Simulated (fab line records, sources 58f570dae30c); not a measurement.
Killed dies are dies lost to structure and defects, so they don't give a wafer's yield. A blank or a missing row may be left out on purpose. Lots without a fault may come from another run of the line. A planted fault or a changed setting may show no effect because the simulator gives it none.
Problem report in the 8D (eight disciplines) form, filled by code | flow berkeley_cmos170 | the parts of the form that need people (team, actions taken, sign-off) are left out

1. THE PROBLEM
rf_fwd_power_W at UCB170_M1_METAL_ETCH_12 reads a mean of 525.7 W on 5 wafers of 3 lots; wafers without a fault read 597.2 W with a standard deviation of 2.1. That is -34 standard deviations from the usual mean.
The step: etches Al in Cl2/BCl3, stops on PSG, target depth 780 nm, time 130 s.
First seen on wafer L945.4, day 12 11:54, on rie_metal-04. The record holds 45 wafers of 15 lots with a number at this step. Rule for "out", or "out of limits": more than 4 standard deviations from the usual mean. The other wafers with a number count as sound.

2. WHAT IT IS AND WHAT IT IS NOT
question                    | is                                     | is not
which readings at this step | rf_fwd_power_W                         | drypump_motor_current_A, throttle_valve_pct
which lots                  | L944, L945, L948                       | L929, L930, L931, L934, L935, L936, L937, L939, L943, L946, L950, L951
which wafers of those lots  | L944.4, L945.4, L945.6, L948.2, L948.3 | L944.2, L944.3, L945.3, L948.4
read on which tools         | rie_metal-04                           | rie_metal-01, rie_metal-03
when                        | from day 12 11:54                      | up to then (28 sound wafers); but 12 sound wafers of L944, L946, L948, L950, L951 came after

3. SUSPECTS, AND WHAT RULES EACH OUT
Counting: a tool at a process step up to the reading stays a suspect if it ran every lot that is out. Sound lots after the first of them don't rule it out here, since some wafers of a struck lot are sound.
- rie_metal-04 at UCB170_M1_METAL_ETCH_12 (etches Al in Cl2/BCl3, stops on PSG, target depth 780 nm, time 130 s): kept. It ran every lot that is out, first L945 (day 12 11:54); its last sound lot up to then is L939 (day 11 17:44). Its own readings are out on those wafers: rf_fwd_power_W.
- Within rie_metal-04 at UCB170_M1_METAL_ETCH_12: the wafers that are out ran in chamber 1; their sound lot-mates ran in chamber 0.
Left after counting: rie_metal-04 at UCB170_M1_METAL_ETCH_12.

4. THE CAUSE (what the simulator had put in)
Process parameter drift: rie_metal-04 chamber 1, from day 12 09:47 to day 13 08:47, at UCB170_M1_METAL_ETCH_12. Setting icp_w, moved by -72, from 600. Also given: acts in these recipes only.
Counting left only this tool.

5. THE CHAIN OF EFFECTS, in route order
Each row: a reading whose mean over the struck wafers that have a number lies more than 3 standard deviations from the usual. Only readings for which the record gives a usual standard deviation are gone through. hours: the time from each lot's start at the first step in this table that gives one to its start at this step, as a median over the lots. sigmas: the change in usual standard deviations.
hours | step                    | reading        | usual   | on struck wafers | change | sigmas
0     | UCB170_M1_METAL_ETCH_12 | rf_fwd_power_W | 597.2 W | 525.7            | -71.5  | -34
The process steps in it:
- UCB170_M1_METAL_ETCH_12: etches Al in Cl2/BCl3, stops on PSG, target depth 780 nm, time 130 s.
Later measuring or inspecting steps at which every struck wafer that the step has a row for has a number for every such reading, and none has moved that far: UCB170_M2_OVL_MEAS_16.

6. WHAT WOULD HAVE CAUGHT IT SOONER
In this record the first reading out of limits was taken at day 12 11:54, 2 hours after the fault began at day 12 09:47.
